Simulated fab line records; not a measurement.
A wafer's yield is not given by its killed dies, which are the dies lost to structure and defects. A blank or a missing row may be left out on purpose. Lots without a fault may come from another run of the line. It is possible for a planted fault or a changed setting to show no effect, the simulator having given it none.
fab line records	flow berkeley-cmos170
record: lots: 7	wafers: 21	last-day: 11
route steps=331 shown CONTACT@226 M1@238
lots that met no fault: taken from a fault-free run of the same line
start-h: hours from the record's opening day to when the first of the lot's shown wafers began	wait-h: hours elapsed since this lot's preceding step	" identical to the entry in the row above	L1.1+2: a single row standing in for several wafers	- no value present, or no start provided	* or withheld: withheld	< > ~ a bound
route shown NAME@n: names a module that has steps shown in the file, with the first one's number in the route	usual: mean/standard deviation of fault-free wafers	same: alike in all rows	chamber/n: place in a boat	sites: the reading at each site	_std_site: the standard deviation of these	_edge_site: inner sites' mean taken away from outer sites' mean	radius-mm: how far each site lies from the wafer's centre	mask NAME#n: copy n	behind: tool/chamber where the wafer was last shaped	hold: cause of the lot's hold/its duration in hours/its outcome	device: the transistor (n, p or np) that didn't switch	end of line: at the end of the route, the tests of the same wafers	for a step that has no rows: nothing shown but its recipe	killed: not the wafer's yield, but the dies lost to structure and defects at the first sort	map: shows each die of a wafer: x if killed, . if not, _ if none is there
set.NAME: the setting that was run; set.NAME@STEP: the one run at that earlier step	model.NAME: the simulator's own value behind a step, which no gauge read
lots at some steps of the route; a table a step, a row a wafer
services: a tool's chamber out of use, with start hour (start-h, from the record's first day; less than 0 if before it), hours out, and reason
== steps ==
step: UCB170_CONTACT_COAT_10
recipe: resist: KrF	spin-rpm: 1500	resist-thk-nm: 900
step: UCB170_CONTACT_SOFTBAKE_11
recipe: resist: KrF	temp-c: 130	time-s: 60
step: UCB170_CONTACT_EXPOSE_12
recipe: mask-id: CONT	target-cd-nm: 700	na: 0.5	sigma-outer: 0.6	source-shape: conventional	dose-mj: 35
step: UCB170_CONTACT_PEB_13
recipe: peb-temp-c: 130	peb-time-s: withheld	resist: KrF
step: UCB170_CONTACT_DEVELOP_14
recipe: developer: TMAH	develop-time-s: 45	resist: KrF	dev-temp-c: 21
step: UCB170_CONTACT_CD_MEAS_15
recipe: target-cd-nm: 700
usual: cd-nm: 699.9/1.5
lot.wafer	tool	chamber	start-h	wait-h	cd-nm
L154.1	cd-sem-02	-	170.58	-	700.6
L154.2	"	-	"	"	699.3
L154.4	"	-	"	"	700.0
L156.2	cd-sem-02	-	170.89	-	698.3
L156.5	"	-	"	"	699.4
L156.6	"	-	"	"	698.1
L155.2	cd-sem-01	-	171.14	-	699.3
L155.3	"	-	"	"	698.9
L155.4	"	-	"	"	699.9
L158.2	cd-sem-02	-	189.71	-	699.7
L158.3	"	-	"	"	700.2
L158.6	"	-	"	"	698.7
L157.1	cd-sem-01	-	190.10	-	700.9
L157.2	"	-	"	"	702.0
L157.3	"	-	"	"	699.9
L164.1	cd-sem-02	-	211.99	-	701.5
L164.4	"	-	"	"	700.1
L164.5	"	-	"	"	701.2
L167.1	cd-sem-01	-	230.94	-	699.3
L167.4	"	-	"	"	700.9
L167.5	"	-	"	"	700.2
step: UCB170_CONTACT_OVL_MEAS_16
usual: CONTACT_OVL: 2/5.4
lot.wafer	tool	chamber	start-h	wait-h	CONTACT_OVL[nm]
L154.1	overlay-01	-	170.70	0.1	6
L154.2	"	-	"	"	6
L154.4	"	-	"	"	2
L156.2	overlay-01	-	170.99	0.1	10
L156.5	"	-	"	"	6
L156.6	"	-	"	"	0
L155.2	overlay-02	-	171.25	0.1	-2
L155.3	"	-	"	"	4
L155.4	"	-	"	"	-7
L158.2	overlay-01	-	189.82	0.1	-1
L158.3	"	-	"	"	-1
L158.6	"	-	"	"	6
L157.1	overlay-02	-	190.22	0.1	14
L157.2	"	-	"	"	1
L157.3	"	-	"	"	9
L164.1	overlay-01	-	212.11	0.1	-3
L164.4	"	-	"	"	1
L164.5	"	-	"	"	-4
L167.1	overlay-01	-	231.06	0.1	-3
L167.4	"	-	"	"	-1
L167.5	"	-	"	"	0
step: UCB170_CONTACT_ETCH_17
recipe: chemistry: N2/H2	target-depth-a: withheld	overetch-a: withheld	target: BARC	time-s: withheld	source-w: 500	bias-w: 100	pressure-mtorr: 30	n2-flow-sccm: 100	h2-flow-sccm: 200
usual: drypump-motor-current-A: 5.9/0.43	oes-product-au: 0.994/0.015	throttle-valve-pct: 13.30/0.16
lot.wafer	tool	chamber	start-h	wait-h	drypump-motor-current-A	oes-product-au	throttle-valve-pct
L154.1	rie-diel-03	3	170.73	0.0	6.5	1.009	13.20
L154.2	"	2	"	"	5.3	0.960	13.47
L154.4	"	0	"	"	5.5	0.988	13.44
L156.2	rie-diel-04	0	171.02	0.0	5.7	0.983	13.58
L156.5	"	2	"	"	5.3	1.018	13.08
L156.6	"	1	"	"	5.9	1.001	13.30
L155.2	rie-diel-01	3	171.28	0.0	6.3	1.000	13.10
L155.3	"	0	"	"	6.4	0.995	13.26
L155.4	"	2	"	"	5.5	0.994	13.35
L158.2	rie-diel-04	0	189.85	0.0	5.7	0.973	13.58
L158.3	"	2	"	"	5.3	1.010	13.07
L158.6	"	1	"	"	5.9	0.989	13.31
L157.1	rie-diel-01	0	190.26	0.0	6.4	0.990	13.27
L157.2	"	2	"	"	5.5	0.987	13.34
L157.3	"	1	"	"	6.0	1.021	13.54
L164.1	rie-diel-01	1	212.15	0.0	6.0	1.016	13.53
L164.4	"	2	"	"	5.5	0.985	13.30
L164.5	"	2	"	"	5.4	0.982	13.30
L167.1	rie-diel-01	1	231.10	0.0	6.0	1.001	13.55
L167.4	"	3	"	"	6.2	1.003	13.09
L167.5	"	3	"	"	6.2	1.004	13.08
step: UCB170_CONTACT_ETCH_18
recipe: chemistry: CHF3/CF4/Ar	target: PSG	stop-on: TiSi2	CHF3_flow_sccm: 45	cf4-flow-sccm: 15	Ar_flow_sccm: 150	pressure-mtorr: 200	rf-w: 700	target-depth-a: 8400	over-etch-frac: 0.2	time-s: 195
usual: CHF3_flow_sccm: 44.98/0.14	drypump-motor-current-A: 5.9/0.43	oes-product-au: 0.890/0.012	throttle-valve-pct: 6.91/0.11
same: over-etch-frac: 0.2
lot.wafer	tool	chamber	start-h	wait-h	CHF3_flow_sccm	drypump-motor-current-A	oes-product-au	rf-hours-counter-h	throttle-valve-pct
L154.1	rie-diel-03	3	-	-	45.03	6.5	0.913	131	6.81
L154.2	"	2	"	"	45.14	5.3	0.877	9	7.03
L154.4	"	0	"	"	45.05	5.5	0.902	101	6.98
L156.2	rie-diel-04	0	-	-	44.94	5.8	0.891	93	7.07
L156.5	"	2	"	"	45.30	5.3	0.889	-	6.80
L156.6	"	1	"	"	44.88	5.9	0.888	-	6.89
L155.2	rie-diel-01	3	-	-	45.16	6.2	0.905	4	6.76
L155.3	"	0	"	"	44.93	6.4	0.901	19	6.80
L155.4	"	2	"	"	44.90	5.5	0.890	-	6.96
L158.2	rie-diel-04	0	-	-	45.06	5.7	0.883	93	7.04
L158.3	"	2	"	"	44.94	5.3	0.891	1	6.80
L158.6	"	1	"	"	45.11	5.9	0.892	-	6.89
L157.1	rie-diel-01	0	-	-	45.02	6.4	0.890	20	6.79
L157.2	"	2	"	"	45.23	5.5	0.889	149	6.96
L157.3	"	1	"	"	44.96	6.0	0.890	1	7.06
L164.1	rie-diel-01	1	-	-	44.70	6.0	0.893	2	7.06
L164.4	"	2	"	"	44.86	5.4	0.886	0	6.95
L164.5	"	2	"	"	44.98	5.5	0.879	-	6.95
L167.1	rie-diel-01	1	-	-	45.26	6.0	0.884	3	7.06
L167.4	"	3	"	"	45.18	6.2	0.890	7	6.76
L167.5	"	3	"	"	44.97	6.2	0.881	-	6.76
step: UCB170_CONTACT_STRIP_19
recipe: chemistry: O2	power-w: 400	pressure-mtorr: 3500	platen-temp-c: withheld	o2-flow-sccm: 400	overash-fraction: 0.5
usual: drypump-motor-current-A: 5.8/0.61	o2-flow-sccm: 399.9/1	oes-product-au: 0.726/0.004
lot.wafer	tool	chamber	start-h	wait-h	drypump-motor-current-A	o2-flow-sccm	oes-product-au	rf-hours-counter-h
L154.1	plasma-asher-03	1	170.90	-	5.6	399.9	0.724	38
L154.2	"	0	"	"	5.2	401.8	0.725	38
L154.4	"	1	"	"	5.6	400.4	0.732	-
L156.2	plasma-asher-01	1	171.19	-	6.8	398.0	0.726	48
L156.5	"	0	"	"	5.4	398.7	0.718	-
L156.6	"	1	"	"	6.8	400.8	0.722	-
L155.2	plasma-asher-03	0	171.44	-	5.2	398.3	0.724	38
L155.3	"	0	"	"	5.2	400.1	0.724	-
L155.4	"	1	"	"	5.6	399.3	0.725	-
L158.2	plasma-asher-03	0	190.02	-	5.2	400.3	0.727	40
L158.3	"	0	"	"	5.2	399.4	0.727	-
L158.6	"	0	"	"	5.2	399.8	0.722	-
L157.1	plasma-asher-01	1	190.42	-	6.8	400.2	0.726	50
L157.2	"	0	"	"	5.4	400.7	0.729	50
L157.3	"	1	"	"	6.8	401.4	0.720	-
L164.1	plasma-asher-03	1	212.31	-	5.6	400.4	0.731	43
L164.4	"	0	"	"	5.2	400.7	0.723	-
L164.5	"	1	"	"	5.6	400.9	0.730	-
L167.1	plasma-asher-01	1	231.26	-	6.8	401.6	0.732	56
L167.4	"	0	"	"	5.4	399.0	0.727	-
L167.5	"	1	"	"	6.8	400.2	0.724	-
step: UCB170_CONTACT_CD_MEAS_90
recipe: target-cd-nm: 700
usual: cd-nm: 699.9/1.6
lot.wafer	tool	chamber	start-h	wait-h	cd-nm
L154.1	cd-sem-01	-	171.00	0.1	701.7
L154.2	"	-	"	"	698.8
L154.4	"	-	"	"	699.2
L156.2	cd-sem-02	-	171.31	0.1	697.4
L156.5	"	-	"	"	700.7
L156.6	"	-	"	"	698.7
L155.2	cd-sem-01	-	171.56	0.1	699.2
L155.3	"	-	"	"	700.3
L155.4	"	-	"	"	699.6
L158.2	cd-sem-02	-	190.16	0.1	699.1
L158.3	"	-	"	"	701.2
L158.6	"	-	"	"	699.2
L157.1	cd-sem-02	-	190.52	0.1	702.4
L157.2	"	-	"	"	701.1
L157.3	"	-	"	"	700.3
L164.1	cd-sem-01	-	212.41	0.1	702.2
L164.4	"	-	"	"	698.7
L164.5	"	-	"	"	700.4
L167.1	cd-sem-01	-	231.36	0.1	700.0
L167.4	"	-	"	"	701.1
L167.5	"	-	"	"	700.3
step: UCB170_CONTACT_CLEAN_20
recipe: chemistry: SPM	temp-c: 120	time-s: 600
step: UCB170_M1_SPUTTER_00
recipe: material: Al	target-thk-nm: 600	time-s: 80	power-w: 6000	chamber-pressure-pa: 0.5
usual: throttle-valve-pct: 29.8/1.6
lot.wafer	tool	chamber	start-h	wait-h	throttle-valve-pct
L154.1	pvd-sputter-01	-	171.30	0.0	28.6
L154.2	"	-	"	"	29.1
L154.4	"	-	"	"	31.1
L156.2	pvd-sputter-04	-	171.58	0.0	31.7
L156.5	"	-	"	"	29.0
L156.6	"	-	"	"	27.0
L156.2	pvd-sputter-04	-	171.81	0.2	31.4
L156.5	"	-	"	"	29.2
L156.6	"	-	"	"	27.2
L155.2	pvd-sputter-03	-	171.85	0.0	28.1
L155.3	"	-	"	"	33.0
L155.4	"	-	"	"	30.3
L158.2	pvd-sputter-04	-	190.46	0.0	31.5
L158.3	"	-	"	"	31.6
L158.6	"	-	"	"	29.1
L158.2	pvd-sputter-04	-	190.68	0.2	31.8
L158.3	"	-	"	"	31.6
L158.6	"	-	"	"	29.1
L157.1	pvd-sputter-01	-	190.86	0.0	28.6
L157.2	"	-	"	"	31.2
L157.3	"	-	"	"	29.3
L157.1	pvd-sputter-01	-	191.09	0.2	28.8
L157.2	"	-	"	"	31.3
L157.3	"	-	"	"	29.0
L164.1	pvd-sputter-01	-	212.71	0.0	29.1
L164.4	"	-	"	"	29.9
L164.5	"	-	"	"	28.9
L167.1	pvd-sputter-04	-	233.62	0.0	27.2
L167.4	"	-	"	"	29.1
L167.5	"	-	"	"	31.5
step: UCB170_M1_RS_MEAS_01
recipe: thk-meas-gauge: four-point-probe	reads: Al_of_M1_SPUTTER_00
usual: M1_AL_RS: 0.0488/0.0005
lot.wafer	tool	chamber	start-h	wait-h	M1_AL_RS[ohm/sq]
L154.1	film-metro-01	-	171.36	0.0	0.0483
L154.2	"	-	"	"	0.0486
L154.4	"	-	"	"	0.0479
L156.2	film-metro-03	-	171.92	0.1	0.0240
L156.5	"	-	"	"	0.0240
L156.6	"	-	"	"	0.0238
L155.2	film-metro-02	-	171.94	0.1	0.0492
L155.3	"	-	"	"	0.0496
L155.4	"	-	"	"	0.0488
L158.2	film-metro-02	-	190.76	0.1	0.0240
L158.3	"	-	"	"	0.0242
L158.6	"	-	"	"	0.0243
L157.1	film-metro-03	-	191.15	0.0	0.0241
L157.2	"	-	"	"	0.0237
L157.3	"	-	"	"	0.0243
L164.1	film-metro-03	-	212.77	0.0	0.0495
L164.4	"	-	"	"	0.0487
L164.5	"	-	"	"	0.0485
L167.1	film-metro-02	-	233.68	0.0	0.0489
L167.4	"	-	"	"	0.0490
L167.5	"	-	"	"	0.0494
step: UCB170_M1_THK_MEAS_02
recipe: thk-meas-gauge: xrf	reads: Al_of_M1_SPUTTER_00
usual: M1_AL_THK: 601/7.2
lot.wafer	tool	chamber	start-h	wait-h	M1_AL_THK[nm]
L154.1	film-metro-01	-	171.48	0.1	607
L154.2	"	-	"	"	604
L154.4	"	-	"	"	610
L156.2	film-metro-03	-	172.03	0.1	1226
L156.5	"	-	"	"	1220
L156.6	"	-	"	"	1238
L155.2	film-metro-02	-	172.05	0.1	595
L155.3	"	-	"	"	589
L155.4	"	-	"	"	598
L158.2	film-metro-02	-	190.87	0.1	1213
L158.3	"	-	"	"	1198
L158.6	"	-	"	"	1198
L157.1	film-metro-03	-	191.27	0.1	1220
L157.2	"	-	"	"	1230
L157.3	"	-	"	"	1206
L164.1	film-metro-03	-	212.89	0.1	594
L164.4	"	-	"	"	602
L164.5	"	-	"	"	605
L167.1	film-metro-02	-	233.80	0.1	599
L167.4	"	-	"	"	596
L167.5	"	-	"	"	592
step: UCB170_M1_COAT_03
recipe: resist: BARC	temp-c: withheld	time-s: withheld	spin-rpm: 3000	resist-thk-nm: withheld
step: UCB170_M1_COAT_04
recipe: resist: KrF	spin-rpm: 1500	resist-thk-nm: 900
step: UCB170_M1_SOFTBAKE_05
recipe: resist: KrF	temp-c: 130	time-s: 60
step: UCB170_M1_EXPOSE_06
recipe: mask-id: METAL1	target-cd-nm: 700	na: 0.5	sigma-outer: 0.6	source-shape: conventional	dose-mj: 21
step: UCB170_M1_PEB_07
recipe: peb-temp-c: 130	peb-time-s: withheld	resist: KrF
step: UCB170_M1_DEVELOP_08
recipe: developer: TMAH	develop-time-s: 45	resist: KrF	dev-temp-c: 21
step: UCB170_M1_CD_MEAS_09
recipe: target-cd-nm: 700
usual: cd-nm: 699.9/1.6
lot.wafer	tool	chamber	start-h	wait-h	cd-nm
L154.1	cd-sem-01	-	172.54	-	701.4
L154.2	"	-	"	"	697.3
L154.4	"	-	"	"	699.4
L156.2	cd-sem-01	-	172.94	-	698.2
L156.5	"	-	"	"	700.0
L156.6	"	-	"	"	699.1
L155.2	cd-sem-01	-	173.13	-	700.0
L155.3	"	-	"	"	700.6
L155.4	"	-	"	"	699.0
L158.2	cd-sem-01	-	192.58	-	700.3
L158.3	"	-	"	"	699.8
L158.6	"	-	"	"	700.0
L157.1	cd-sem-01	-	192.83	-	702.9
L157.2	"	-	"	"	703.4
L157.3	"	-	"	"	701.4
L164.1	cd-sem-01	-	214.13	-	698.1
L164.4	"	-	"	"	698.9
L164.5	"	-	"	"	697.8
L167.1	cd-sem-01	-	235.48	-	700.1
L167.4	"	-	"	"	699.8
L167.5	"	-	"	"	698.3
step: UCB170_M1_OVL_MEAS_10
usual: M1_OVL: 1/5.4
lot.wafer	tool	chamber	start-h	wait-h	M1_OVL[nm]
L154.1	overlay-02	-	172.66	0.1	0
L154.2	"	-	"	"	1
L154.4	"	-	"	"	2
L156.2	overlay-01	-	173.05	0.1	6
L156.5	"	-	"	"	1
L156.6	"	-	"	"	0
L155.2	overlay-02	-	173.24	0.1	-4
L155.3	"	-	"	"	1
L155.4	"	-	"	"	-2
L158.2	overlay-02	-	192.71	0.1	7
L158.3	"	-	"	"	3
L158.6	"	-	"	"	4
L157.1	overlay-02	-	192.95	0.1	3
L157.2	"	-	"	"	11
L157.3	"	-	"	"	7
L164.1	overlay-02	-	214.25	0.1	11
L164.4	"	-	"	"	4
L164.5	"	-	"	"	18
L167.1	overlay-02	-	235.60	0.1	11
L167.4	"	-	"	"	5
L167.5	"	-	"	"	14
step: UCB170_M1_ETCH_11
recipe: chemistry: N2/H2	target-depth-a: withheld	overetch-a: withheld	target: BARC	time-s: withheld	source-w: 500	bias-w: 100	pressure-mtorr: 30	n2-flow-sccm: 100	h2-flow-sccm: 200
usual: drypump-motor-current-A: 5.9/0.46	oes-product-au: 0.991/0.014	throttle-valve-pct: 13.22/0.2
lot.wafer	tool	chamber	start-h	wait-h	drypump-motor-current-A	oes-product-au	throttle-valve-pct
L154.1	rie-diel-04	0	172.69	0.0	5.7	0.977	13.59
L154.2	"	1	"	"	5.9	0.997	13.30
L154.4	"	2	"	"	5.3	1.014	13.08
L156.2	rie-diel-01	2	173.08	0.0	5.5	0.999	13.36
L156.5	"	3	"	"	6.2	1.005	13.09
L156.6	"	0	"	"	6.4	0.997	13.26
L155.2	rie-diel-02	1	173.27	0.0	5.6	0.959	12.91
L155.3	"	2	"	"	6.6	0.991	13.04
L155.4	"	3	"	"	6.4	0.996	13.51
L158.2	rie-diel-01	2	192.74	0.0	5.5	0.993	13.36
L158.3	"	3	"	"	6.3	0.996	13.11
L158.6	"	0	"	"	6.4	0.992	13.25
L157.1	rie-diel-04	2	192.99	0.0	5.3	0.997	13.08
L157.2	"	3	"	"	6.5	0.990	13.17
L157.3	"	0	"	"	5.8	0.968	13.57
L164.1	rie-diel-02	3	214.29	0.0	6.3	1.009	13.51
L164.4	"	2	"	"	6.5	0.991	13.02
L164.5	"	0	"	"	5.4	0.996	13.25
L167.1	rie-diel-04	3	235.64	0.0	6.5	1.001	13.17
L167.4	"	2	"	"	5.3	1.002	13.08
L167.5	"	0	"	"	5.7	0.973	13.56
step: UCB170_M1_METAL_ETCH_12
recipe: chemistry: Cl2/BCl3	target: Al	stop-on: PSG	pressure-mtorr: 12	target-depth-a: 7800	over-etch-frac: 0.3	time-s: 130	icp-w: 600	bias-w: 120	Cl2_flow_sccm: 90	bcl3-flow-sccm: 45
usual: drypump-motor-current-A: 5.5/0.46	oes-product-au: 0.860/0.014	throttle-valve-pct: 24.43/0.19
same: over-etch-frac: 0.3
lot.wafer	tool	chamber	start-h	wait-h	drypump-motor-current-A	oes-product-au	rf-hours-counter-h	throttle-valve-pct	model.etch.depth-nm	model.M1.feature-depth-nm
L154.1	rie-metal-02	1	172.74	-	6.2	0.875	5	24.35	601.6	639.8
L154.2	"	0	"	"	5.7	0.840	1	24.40	597.9	637.8
L154.4	"	0	"	"	5.7	0.855	-	24.41	607.4	647.3
L156.2	rie-metal-03	0	173.12	-	5.8	1.002	9	24.04	758.6	758.6
L156.5	"	1	"	"	5.7	1.017	-	24.41	771.9	771.9
L156.6	"	0	"	"	5.8	1.000	-	24.06	752	752
L155.2	rie-metal-04	1	173.31	-	5.1	0.859	0	24.48	592.3	630.9
L155.3	"	1	"	"	5.1	0.848	-	24.46	588.2	626.8
L155.4	"	0	"	"	4.9	0.843	-	24.88	596.8	633.7
L158.2	rie-metal-04	1	192.84	-	5.1	1.016	-	24.40	784.9	784.9
L158.3	"	1	"	"	5.1	1.009	-	24.40	787.3	787.3
L158.6	"	1	"	"	5.1	1.009	-	24.40	788	788
L157.1	rie-metal-02	1	193.03	-	6.2	1.022	5	24.29	789.8	789.8
L157.2	"	0	"	"	5.7	1.027	2	24.30	806.7	806.7
L157.3	"	1	"	"	6.2	1.031	-	24.30	792.9	792.9
L164.1	rie-metal-03	0	214.33	-	5.9	0.861	10	24.11	589	625.5
L164.4	"	1	"	"	5.7	0.872	-	24.48	597.5	634.9
L164.5	"	0	"	"	5.9	0.876	-	24.12	599.8	636.4
L167.1	rie-metal-04	1	235.68	-	5.1	0.860	2	24.46	596.3	634.7
L167.4	"	1	"	"	5.1	0.852	-	24.47	596.4	634.7
L167.5	"	1	"	"	5.1	0.842	-	24.46	590.6	629
step: UCB170_M1_STRIP_13
recipe: chemistry: O2	power-w: 400	pressure-mtorr: 3500	platen-temp-c: withheld	o2-flow-sccm: 400	overash-fraction: 0.5
usual: drypump-motor-current-A: 6.1/0.48	o2-flow-sccm: 400.0/1.2	oes-product-au: 0.721/0.004
lot.wafer	tool	chamber	start-h	wait-h	drypump-motor-current-A	o2-flow-sccm	oes-product-au	rf-hours-counter-h
L154.1	plasma-asher-04	0	172.87	0.1	5.5	399.4	0.722	5
L154.2	"	1	"	"	6.5	400.7	0.715	5
L154.4	"	0	"	"	5.4	400.3	0.717	-
L156.2	plasma-asher-02	0	173.25	0.1	6.2	402.3	0.720	47
L156.5	"	1	"	"	5.9	400.0	0.729	-
L156.6	"	0	"	"	6.2	402.2	0.723	-
L155.2	plasma-asher-01	1	173.45	0.1	6.8	398.0	0.721	48
L155.3	"	0	"	"	5.4	400.3	0.719	-
L155.4	"	1	"	"	6.8	400.9	0.716	-
L158.2	plasma-asher-02	0	193.13	0.2	6.2	399.1	0.718	49
L158.3	"	0	"	"	6.2	397.6	0.716	-
L158.6	"	1	"	"	5.9	401.1	0.718	-
L157.1	plasma-asher-01	0	193.16	0.1	5.4	399.1	0.720	50
L157.2	"	1	"	"	6.9	398.0	0.717	50
L157.3	"	1	"	"	6.8	398.6	0.723	-
L164.1	plasma-asher-01	0	214.46	0.1	5.4	398.9	0.725	53
L164.4	"	0	"	"	5.4	399.9	0.724	-
L164.5	"	0	"	"	5.4	399.1	0.717	-
L167.1	plasma-asher-02	1	235.81	0.1	6.0	398.5	0.718	55
L167.4	"	0	"	"	6.2	400.9	0.724	-
L167.5	"	1	"	"	5.9	399.2	0.720	-
== services ==
tool	chamber	start-h	hours	kind
rie-diel-01	1	151.99	-	clean
rie-diel-01	1	151.99	26.2	scheduled-down
rie-diel-01	1	151.99	26.2	vent-cycle
rie-diel-04	-	157.39	0.2	repair
rie-diel-04	-	157.63	11.1	repair
rie-diel-03	2	172.94	6.4	repair
rie-metal-04	0	181.58	-	clean
rie-metal-04	0	181.58	26.9	scheduled-down
rie-metal-04	0	181.58	26.9	vent-cycle
rie-diel-01	2	194.44	-	clean
rie-diel-01	2	194.44	17.0	scheduled-down
rie-diel-01	2	194.44	17.0	vent-cycle
plasma-asher-04	-	202.84	14.6	pm
rie-diel-02	0	216.66	5.1	repair
rie-diel-02	3	220.19	25.9	repair
rie-diel-04	0	221.66	2.2	repair
rie-diel-03	-	222.48	1.5	repair
plasma-asher-04	-	223.09	10.2	repair
rie-diel-02	2	223.53	10.1	repair
rie-diel-02	-	230.19	0.6	repair
rie-diel-02	1	232.70	8.4	repair
== key ==
first-sign: step: UCB170_M1_SPUTTER_00	reading: visit	direction: added
effect: step: UCB170_M1_RS_MEAS_01	reading: M1_AL_RS	direction: down	sigmas: 49	usual: 0.0488	struck: 0.0240
effect: step: UCB170_M1_THK_MEAS_02	reading: M1_AL_THK	direction: up	sigmas: 85	usual: 601	struck: 1217
effect: step: UCB170_M1_METAL_ETCH_12	reading: oes-product-au	direction: up	sigmas: 11	usual: 0.860	struck: 1.015
model-effect: step: UCB170_M1_METAL_ETCH_12	value: etch.depth-nm	without: 599.7	struck: 781.4
met-at UCB170_M1_SPUTTER_00
struck-wafers L156.2,L156.5,L156.6,L157.1,L157.2,L157.3,L158.2,L158.3,L158.6
later-rows-left-out L156.2,L156.5,L156.6,L157.1,L157.2,L157.3,L158.2,L158.3,L158.6
sort-left-out L156.2,L156.5,L156.6,L157.1,L157.2,L157.3,L158.2,L158.3,L158.6
fault: kind: repeated-step-whole	tool: pvd-sputter-01,pvd-sputter-03,pvd-sputter-04	chamber: -	onset-h: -	steps: UCB170_M1_SPUTTER_00	times: 1	scope: struck-lots-only
sort-left-out: the simulated sort isn't trusted on such a fault, so these wafers' sort isn't shown, and their yield isn't known
later-rows-left-out: the simulator's readings of these wafers behind a module that went badly wrong aren't trusted and aren't shown, but for the sort
